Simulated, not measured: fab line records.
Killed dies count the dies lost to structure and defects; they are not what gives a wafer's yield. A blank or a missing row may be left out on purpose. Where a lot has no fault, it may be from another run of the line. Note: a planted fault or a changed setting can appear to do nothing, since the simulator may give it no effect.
Chamber matching    flow rit_cmos    4 sister chambers for RIT_GATE_ETCH_19 on rie_si-01
The step etches poly-Si in SF6/CHF3/O2, stops on SiO2, time 165 s, target depth 312.5 nm. 14 wafers are shown with their chamber, then 7 later ones without.

== WAFERS PAIRED WITH THEIR CHAMBERS ==
wafer   chamber  drypump_motor_current_A (A)  throttle_valve_pct (%)  oes_product_au (a.u.)
L708.1  2        6.31                         10.24                   0.836
L708.3  0        6.10                         9.94                    0.838
L708.5  3        5.43                         10.06                   0.853
L711.3  2        6.32                         10.23                   0.830
L711.4  1        5.77                         10.26                   0.865
L711.5  2        6.31                         10.25                   0.815
L714.1  2        6.37                         10.23                   0.847
L714.2  1        5.80                         10.25                   0.883
L714.4  1        5.80                         10.28                   0.866
L715.1  1        5.79                         10.27                   0.863
L715.4  2        6.34                         10.24                   0.830
L715.5  1        5.79                         10.26                   0.879
L719.1  2        6.31                         10.24                   0.843
L719.3  2        6.31                         10.24                   0.850

SIGNATURES, as means of the wafers listed above
reading                  chamber 0  chamber 1  chamber 2  chamber 3  scatter within a chamber
drypump_motor_current_A  6.1000     5.7900     6.3243     5.4300     0.0194
throttle_valve_pct       9.9400     10.2640    10.2386    10.0600    0.00898
oes_product_au           0.83800    0.87120    0.83586    0.85300    0.011
Rule: a wafer lies at a distance from a chamber equal to the root of the sum of squares, over the readings, of (its reading less the chamber's mean, divided by the reading's scatter). If the next closest chamber is less than 2 further off than the closest, the wafer can't be placed; otherwise it belongs to the closest. The scatter is the square root of a quotient: the sum, over the shown wafers, of each reading's squared deviation from its chamber's mean, divided by wafers minus chambers.

== WAFERS WITHOUT THEIR CHAMBER ==
wafer   drypump_motor_current_A (A)  throttle_valve_pct (%)  oes_product_au (a.u.)
L719.5  6.32                         10.23                   0.848
L723.1  5.79                         10.28                   0.849
L723.2  6.33                         10.24                   0.835
L723.4  6.10                         9.96                    0.840
L729.1  5.45                         10.07                   0.867
L729.5  5.79                         10.27                   0.846
L729.6  6.32                         10.24                   0.841

== EACH ONE'S CHAMBER ==
wafer   from the rows above  in truth
L719.5  2                    2
L723.1  1                    1
L723.2  2                    2
L723.4  0                    0
L729.1  3                    3
L729.5  1                    1
L729.6  2                    2
Correctly placed: 7 of 7. Number that these rows cannot place: 0. Placed wrongly: 0.
